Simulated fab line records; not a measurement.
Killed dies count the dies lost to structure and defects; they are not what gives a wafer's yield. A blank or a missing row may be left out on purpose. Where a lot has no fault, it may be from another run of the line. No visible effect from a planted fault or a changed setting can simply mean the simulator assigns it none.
Which tool did it?	flow berkeley_cmos170	7 lots with 21 wafers sampled at 2 steps, on a route of 331 steps

## WHAT THE GAUGES READ, wafer by wafer
UCB170_SPACER_THK_MEAS_01.
lot	measured	on	SPACER_TEOS_THK (nm)
L351	day 6 13:36	film_metro-02	378 371 380
L356	day 7 14:34	film_metro-02	327 322 328 328 322 328
L360	day 8 15:36	film_metro-03	322 324 323 322 324 323
L363	day 9 08:01	film_metro-02	372 370 378
L367	day 9 16:52	film_metro-02	365 372 378
L369	day 10 15:19	film_metro-01	364 368 373
L372	day 11 03:36	film_metro-02	370 373 376

## TOOL THAT RAN EACH LOT (tool first, then ch and the chambers of the sampled wafers, then the start)
lot	UCB170_SPACER_CVD_00
L351	pecvd-03 ch 0,1,2, day 6 13:34
L356	pecvd-03 ch 0,1, day 7 14:31
L360	pecvd-03 ch 0,1,2, day 8 15:32
L363	pecvd-02 ch 0,1,2, day 9 07:59
L367	pecvd-02 ch 1,2, day 9 16:49
L369	pecvd-02 ch 0,1, day 10 15:16
L372	pecvd-01 ch 0,2, day 11 03:32
- UCB170_SPACER_CVD_00: deposits SiO2 from TEOS/O2, target thk 376 nm, time 47 s.

## THE ANSWER, worked out from the rows above alone
Rule: the usual values come from the lots themselves. The widest of any qualifying gaps counts: lots, ordered by their means at a reading, are off when they make up no more than a third of the lots, leave a main group of 4 or more, and stand apart from it by 3 or more times the standard deviation of that group's means. If all means in a main group match to the digits the tables above print for the reading, that group is not used. Also off: a lot with no number at a reading for which 4 or more lots have one. The other lots that the step has rows for count as sound.
Off: at UCB170_SPACER_THK_MEAS_01 (SPACER_TEOS_THK), L356, L360. Main group: mean 373 nm, sd 2.6.
If a tool, at a process step before that reading, ran all the lots that are off and no sound lot after the first of them, it fits. The gauges at UCB170_SPACER_THK_MEAS_01 are tried like those tools. One fits: UCB170_SPACER_CVD_00 on pecvd-03. A fault onset in the window from L351 (day 6 13:34, its last sound lot) to L356 (day 7 14:31, its first lot off) fits.

## WHAT THE SIMULATOR PUT IN
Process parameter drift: pecvd-03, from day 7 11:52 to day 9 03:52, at UCB170_SPACER_CVD_00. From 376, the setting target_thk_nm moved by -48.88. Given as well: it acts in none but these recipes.
Shown lots that were struck: L356, L360. The rule above reached the same finding.
